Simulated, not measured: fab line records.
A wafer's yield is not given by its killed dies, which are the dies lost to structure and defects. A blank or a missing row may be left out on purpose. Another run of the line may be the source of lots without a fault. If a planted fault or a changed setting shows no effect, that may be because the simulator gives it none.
Comparing a struck lot with a sound one + flow rit_cmos + 21 steps out of a route of 202
Sound: the wafers L340.2, L340.4, L340.5. The struck wafers were L347.2, L347.3, L347.6. Last of all comes the cause.
Each step with rows lists, per side, the tool, then ch with its chambers, then its first start. Under that, the readings that differ: sound wafers + struck wafers + difference of the means + sigmas: that difference in standard deviations of wafers without a fault.
alike: readings whose means differ by less than 2 such deviations, and words and numbers that are the same on both sides. not compared: withheld readings, readings that some wafer has no value for, bounds like >300 that may hide the same value, and numbers for which the record gives no deviation and whose values overlap.
The two part at a step that has a row with sigmas, a row that says differs or no value, or rows on one side only. Numbers that have no deviation but don't overlap get no sigmas and don't part them. A reading that every wafer of one side lacks parts them only if that side has two wafers or more.

first, 3 steps without rows for these wafers: RIT_GATE_CLEAN_02 (cleans in dHF, time 30 s); RIT_GATE_CLEAN_03 (cleans in SC2, time 600 s); RIT_GATE_CLEAN_04 (cleans in dHF, time 60 s).
RIT_FOX2_THK_MEAS_91:
  struck on film_metro-01, day 5 04:35; sound on film_metro-04, day 3 15:46
  alike: FIELD_OXIDE_LEFT_2_THK
then, 2 steps without rows for these wafers: RIT_GATE_OXIDATION_05 (target thk 3 nm, ox time 270 s); RIT_GATE_ANNEAL_06 (time 600 s).
RIT_GATE_THK_MEAS_07:
  struck on film_metro-02, day 5 08:34; sound on film_metro-04, day 3 17:10
| reading             | sound          | struck         | difference | sigmas |
|---------------------|----------------|----------------|------------|--------|
| GATE_OXIDE_THK (nm) | 2.87 2.90 2.83 | 3.03 3.03 3.04 | +0.17      | +2     |
then, 1 step without rows for these wafers: RIT_GATE_CVD_08 (deposits poly-Si from SiH4, target thk 250 nm, time 2220 s).
RIT_GATE_THK_MEAS_09:
  struck on film_metro-01, day 5 10:14; sound on film_metro-04, day 3 18:50
| reading            | sound             | struck            | difference | sigmas |
|--------------------|-------------------|-------------------|------------|--------|
| GATE_POLY_THK (nm) | 246.4 247.1 245.9 | 253.4 253.1 250.0 | +5.7       | +2     |
then, 3 steps without rows for these wafers: RIT_GATE_HMDS_10 (prime time 60 s); RIT_GATE_COAT_11 (resist thk 850 nm); RIT_GATE_SOFTBAKE_12 (time 60 s).
RIT_GATE_EXPOSE_13: exposes mask M6, target cd 150 nm.
  sound on iline_stepper-01 ch 0, day 3 19:28; struck on iline_stepper-01 ch 0, day 5 10:53
| reading | sound          | struck                  | difference | sigmas |
|---------|----------------|-------------------------|------------|--------|
| mask    | M6#0 M6#0 M6#0 | M6_R1#0 M6_R1#0 M6_R1#0 | differs    |        |
then, 2 steps without rows for these wafers: RIT_GATE_PEB_14; RIT_GATE_DEVELOP_15 (develop time 50 s).
RIT_GATE_CD_MEAS_16 targets a cd of 150 nm.
  struck on cd_sem-02, day 5 11:34; sound on cd_sem-01, day 3 19:52
| reading    | sound             | struck            | difference | sigmas |
|------------|-------------------|-------------------|------------|--------|
| cd_nm (nm) | 146.7 146.7 148.7 | 137.2 139.8 138.9 | -8.7       | -4     |
  not compared: hold
RIT_GATE_OVL_MEAS_17:
  struck on overlay-01, day 5 13:34; sound on overlay-02, day 3 19:58
| reading | sound | struck                                                                     | difference                   | sigmas |
|---------|-------|----------------------------------------------------------------------------|------------------------------|--------|
| hold    | - - - | await_dispo/1.9h/release await_dispo/1.9h/release await_dispo/1.9h/release | no value on the sound wafers |        |
  alike: GATE_OVL
then, 1 step without rows for these wafers: RIT_GATE_HARDBAKE_18 (time 60 s).
RIT_GATE_ETCH_19: etches poly-Si in SF6/CHF3/O2, stops on SiO2, time 165 s, target depth 312.5 nm.
  sound on rie_si-01 ch 0,2,3, day 3 20:09; struck on rie_si-02 ch 2,3, day 5 13:44
| reading               | sound             | struck            | difference | sigmas |
|-----------------------|-------------------|-------------------|------------|--------|
| model.GATE.cd_nm (nm) | 146.6 146.5 148.3 | 137.1 139.7 138.7 | -8.6       |        |
  alike: drypump_motor_current_A, oes_product_au, throttle_valve_pct
  not compared: rf_hours_counter_h
RIT_GATE_STRIP_20: strips in O2, time 180 s.
  sound on plasma_asher-03 ch 0,1, day 3 20:16; struck on plasma_asher-03 ch 1, day 5 14:08
  alike: drypump_motor_current_A, rf_refl_power_W
  not compared: rf_hours_counter_h
RIT_M1_PROBE_99:
  struck on prober-01, day 6 14:53; sound on prober-02, day 4 16:07
| reading       | sound | struck | difference | sigmas |
|---------------|-------|--------|------------|--------|
| killed_on_rim | 3 6 3 | 3 0 0  | -3         | -2     |
  alike: killed_at_contacts, killed_at_front_end, killed_dies, killed_open, killed_short

WHERE THEY PART
At RIT_GATE_THK_MEAS_07 first; at RIT_M1_PROBE_99 last (within this record only).

WHY: whatever the simulator had introduced
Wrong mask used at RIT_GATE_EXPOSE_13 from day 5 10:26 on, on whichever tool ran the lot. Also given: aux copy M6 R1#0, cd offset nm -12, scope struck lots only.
